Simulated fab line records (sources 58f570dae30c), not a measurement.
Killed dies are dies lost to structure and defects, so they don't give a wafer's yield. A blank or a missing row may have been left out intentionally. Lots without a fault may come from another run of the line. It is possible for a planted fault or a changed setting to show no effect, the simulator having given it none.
A single fault, viewed from 2 desks ; flow berkeley_cmos170 ; numbers are kept per desk, each desk with only its own; the story behind them comes last

== TOOL OWNER'S DESK, pvd_sputter-01 ==
The tool's own readings at UCB170_M3_SPUTTER_01 (material Al, target thk 900 nm, time 120 s): means of the sampled wafers that have a number, for each lot that ran on this tool. A lot is out of limits, marked OUT, if its mean lies more than 4 standard deviations from the usual mean; the brackets give that distance.
Columns: A = cathode_dc_power_W at UCB170_M3_SPUTTER_01, usual 6000.1 W; B = throttle_valve_pct at UCB170_M3_SPUTTER_01, usual 30.4 %
lot;first seen here;A;B
L631;day 11 10:47;6000.0;30.4
L634;day 12 00:15;5839.3 (-99 or more) OUT;30.6
L637;day 12 02:25;5838.8 (-99 or more) OUT;30.4
This desk's verdict: out of limits on L634, L637, starting with L634 at day 12 00:15 (cathode_dc_power_W at UCB170_M3_SPUTTER_01). L631: within limits.

== AT THE METROLOGY DESK ==
What the gauges read for every lot (on any tool): the sampled wafers with a number, averaged. A lot is out of limits, marked OUT, if its mean lies more than 4 standard deviations from the usual mean; the brackets give that distance.
Columns: A = cd_nm at UCB170_V2_CD_MEAS_12, usual 700.6 nm; B = V2_OVL at UCB170_V2_OVL_MEAS_13, usual -1 nm; C = cd_nm at UCB170_V2_CD_MEAS_90, usual 700.6 nm; D = M3_AL_RS at UCB170_M3_RS_MEAS_02, usual 0.0321 ohm/sq; E = M3_AL_THK at UCB170_M3_THK_MEAS_03, usual 907 nm; F = cd_nm at UCB170_M3_CD_MEAS_15, usual 700.6 nm; G = M3_OVL at UCB170_M3_OVL_MEAS_16, usual 0 nm
lot;first seen here;A;B;C;D;E;F;G
L625;day 9 17:08;701.9;9;701.6;0.0324;899;701.1;6
L631;day 11 10:12;699.6;0;699.5;0.0323;898;700.6;-5
L634;day 11 23:39;701.0;-3;700.8;0.0332;872;700.8;2
L637;day 12 01:45;699.2;-8;698.7;0.0323;903;702.4;-2
L639;day 12 19:49;701.7;-3;702.4;0.0323;898;701.1;7
L642;day 13 05:30;700.1;-2;700.3;0.0321;911;700.7;4
This desk's verdict: no lot among the 6 shows anything out of limits.

== BROUGHT TOGETHER ==
At day 12 00:15, on L634, L637, the tool owner's desk was in a position to raise an alarm.
Metrology desk: nothing out of limits seen.
The metrology desk holds a record of L634, L637, inside its limits.
The lots listed all ran UCB170_M3_SPUTTER_01 on pvd_sputter-01.

== WHAT THE SIMULATOR PUT IN ==
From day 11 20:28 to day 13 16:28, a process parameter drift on pvd_sputter-01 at UCB170_M3_SPUTTER_01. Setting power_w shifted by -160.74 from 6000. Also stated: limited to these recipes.
Lots struck among those shown: L634, L637.
Delay in hours, fault start to first out-of-limits reading, by desk: the tool owner's desk at 4.
